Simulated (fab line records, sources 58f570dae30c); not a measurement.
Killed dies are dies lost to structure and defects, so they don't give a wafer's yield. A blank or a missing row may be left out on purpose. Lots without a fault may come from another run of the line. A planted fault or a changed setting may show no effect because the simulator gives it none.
Which tool did it? | flow berkeley_cmos170 | 7 lots, 21 wafers sampled, at 1 step of a route of 331

WHAT THE GAUGES READ, wafer by wafer
UCB170_PLDD_OVL_MEAS_07.
lot  | measured     | on         | PLDD_OVL (nm)
L604 | day 7 08:14  | overlay-01 | -11 -4 -4
L606 | day 8 06:34  | overlay-01 | -1 5 0
L611 | day 9 15:53  | overlay-01 | 3 -4 2
L617 | day 10 04:29 | overlay-01 | 3 0 7
L618 | day 10 15:20 | overlay-01 | 2 -5 4
L620 | day 10 23:45 | overlay-01 | -5 -4 -4
L622 | day 11 14:29 | overlay-02 | -1 -9 3

WHICH TOOL RAN EACH LOT (tool, then ch and the chambers of the sampled wafers, then the start)
The record holds no process step before these readings.

THE ANSWER, worked out from the rows above alone
Rule: what is usual is taken from the lots themselves. Put in order of their means at a reading, lots are off if they are a third of the lots or fewer, leave a main group of 4 or more, and stand apart from it by a gap of 3 or more times the standard deviation of the main group's means; of several such gaps the widest counts. A main group whose means are all the same, to the digits that the tables above print for the reading, isn't used. A lot without any number at a reading at which 4 lots or more have one is off too. The other lots that the step has rows for count as sound.
No lot is off at any reading shown: from this, nothing can be told.

WHAT THE SIMULATOR HAD PUT IN
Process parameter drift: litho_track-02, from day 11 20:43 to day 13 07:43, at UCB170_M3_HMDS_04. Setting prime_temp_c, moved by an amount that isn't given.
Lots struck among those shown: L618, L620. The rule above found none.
